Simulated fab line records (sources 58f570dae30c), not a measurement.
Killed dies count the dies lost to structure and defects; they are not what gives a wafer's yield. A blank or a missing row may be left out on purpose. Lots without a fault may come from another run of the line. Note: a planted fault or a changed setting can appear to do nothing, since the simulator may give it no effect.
Which of the tools did it? :: flow berkeley-cmos170 :: 39 wafers from 13 lots sampled at 3 of the route's 331 steps

## WHAT THE GAUGES READ, wafer by wafer
UCB170_NWELL_THK_MEAS_05.
lot: L824
measured: day 2 13:41
on: film-metro-03
NWELL_NITRIDE_THK (nm): 224.5 225.8 222.1

lot: L825
measured: day 2 19:32
on: film-metro-02
NWELL_NITRIDE_THK (nm): 223.7 223.1 221.4

lot: L826
measured: day 2 19:32
on: film-metro-01
NWELL_NITRIDE_THK (nm): 227.3 228.6 227.3

lot: L829
measured: day 3 07:35
on: film-metro-01
NWELL_NITRIDE_THK (nm): 221.1 220.3 221.3

lot: L828
measured: day 3 07:35
on: film-metro-02
NWELL_NITRIDE_THK (nm): 223.3 224.6 222.7

lot: L831
measured: day 3 19:47
on: film-metro-02
NWELL_NITRIDE_THK (nm): 228.5 229.1 228.1

lot: L834
measured: day 4 17:06
on: film-metro-01
NWELL_NITRIDE_THK (nm): 223.6 223.9 223.5

lot: L835
measured: day 4 17:07
on: film-metro-03
NWELL_NITRIDE_THK (nm): 226.0 225.5 225.5

lot: L839
measured: day 5 16:15
on: film-metro-02
NWELL_NITRIDE_THK (nm): 226.7 224.9 223.9

lot: L842
measured: day 6 04:44
on: film-metro-02
NWELL_NITRIDE_THK (nm): 224.0 223.6 225.4

lot: L843
measured: day 6 04:44
on: film-metro-01
NWELL_NITRIDE_THK (nm): 227.6 225.8 226.6

lot: L846
measured: day 7 00:24
on: film-metro-01
NWELL_NITRIDE_THK (nm): 222.4 222.0 225.2

lot: L847
measured: day 7 13:23
on: film-metro-03
NWELL_NITRIDE_THK (nm): 221.7 222.4 222.0

UCB170_NWELL_OVL_MEAS_12.
lot: L824
measured: day 2 14:36
on: overlay-01
NWELL_OVL (nm): -11 -7 -11

lot: L825
measured: day 2 20:46
on: overlay-01
NWELL_OVL (nm): -1 -1 4

lot: L826
measured: day 2 20:46
on: overlay-02
NWELL_OVL (nm): -12 -10 -15

lot: L829
measured: day 3 09:00
on: overlay-01
NWELL_OVL (nm): -5 -13 -11

lot: L828
measured: day 3 09:17
on: overlay-02
NWELL_OVL (nm): -12 -8 -14

lot: L831
measured: day 3 21:10
on: overlay-01
NWELL_OVL (nm): -8 -4 -3

lot: L834
measured: day 4 18:10
on: overlay-02
NWELL_OVL (nm): -1 -3 2

lot: L835
measured: day 4 18:25
on: overlay-01
NWELL_OVL (nm): -4 -13 -7

lot: L839
measured: day 5 17:29
on: overlay-01
NWELL_OVL (nm): 7 1 14

lot: L842
measured: day 6 06:44
on: overlay-01
NWELL_OVL (nm): -2 6 -1

lot: L843
measured: day 6 06:37
on: overlay-01
NWELL_OVL (nm): -3 1 -10

lot: L846
measured: day 7 01:21
on: overlay-02
NWELL_OVL (nm): -12 -9 -13

lot: L847
measured: day 7 14:53
on: overlay-01
NWELL_OVL (nm): -9 -1 0

UCB170_ACTIVE_OVL_MEAS_14.
lot: L824
measured: day 4 18:54
on: overlay-01
ACTIVE_OVL (nm): 1 3 1

lot: L825
measured: day 5 04:22
on: overlay-01
ACTIVE_OVL (nm): -11 -19 -8

lot: L826
measured: day 5 03:59
on: overlay-01
ACTIVE_OVL (nm): -1 -6 -3

lot: L829
measured: day 5 20:35
on: overlay-01
ACTIVE_OVL (nm): -1 5 -4

lot: L828
measured: day 5 20:59
on: overlay-02
ACTIVE_OVL (nm): -8 -1 -12

lot: L831
measured: day 6 04:39
on: overlay-02
ACTIVE_OVL (nm): -2 8 3

lot: L834
measured: day 7 09:22
on: overlay-01
ACTIVE_OVL (nm): 1 2 -4

lot: L835
measured: day 7 09:34
on: overlay-01
ACTIVE_OVL (nm): -4 -5 2

lot: L839
measured: day 8 02:34
on: overlay-01
ACTIVE_OVL (nm): 4 -2 4

lot: L842
measured: day 8 19:04
on: overlay-01
ACTIVE_OVL (nm): 3 3 0

lot: L843
measured: day 8 18:57
on: overlay-01
ACTIVE_OVL (nm): 4 2 -5

lot: L846
measured: day 9 05:35
on: overlay-01
ACTIVE_OVL (nm): -4 6 8

lot: L847
measured: day 10 04:37
on: overlay-02
ACTIVE_OVL (nm): 3 1 6

## EACH LOT AND THE TOOL THAT RAN IT (in order: tool; ch and the chambers of the sampled wafers; start)
Before these readings, the record contains no process step.

## WHAT THE TOOLS THEMSELVES READ (means of the sampled wafers that have a number; where no wafer has one, the mark that the record gives instead)
The record holds no such reading with a usual standard deviation.

## THE ANSWER, worked out from the rows above alone
Rule: what is usual is taken from the lots themselves. The widest of any qualifying gaps counts: lots, ordered by their means at a reading, are off when they make up no more than a third of the lots, leave a main group of 4 or more, and stand apart from it by 3 or more times the standard deviation of that group's means. The tables above print the reading to a certain number of digits; a main group whose means all agree to those digits is not used. Also off: a lot with no number at a reading for which 4 or more lots have one. Where the step has rows for the other lots, those lots are counted as sound. After the gauges, taken in route order, come the tools' own readings; for these a lot's mean is taken, as printed above. The first step at which some lot is off is used, and at that step the reading that is off furthest; a lot without a number counts as furthest.
No lot is off on any of the readings shown, so nothing can be concluded from this.

## WHAT THE SIMULATOR PUT IN
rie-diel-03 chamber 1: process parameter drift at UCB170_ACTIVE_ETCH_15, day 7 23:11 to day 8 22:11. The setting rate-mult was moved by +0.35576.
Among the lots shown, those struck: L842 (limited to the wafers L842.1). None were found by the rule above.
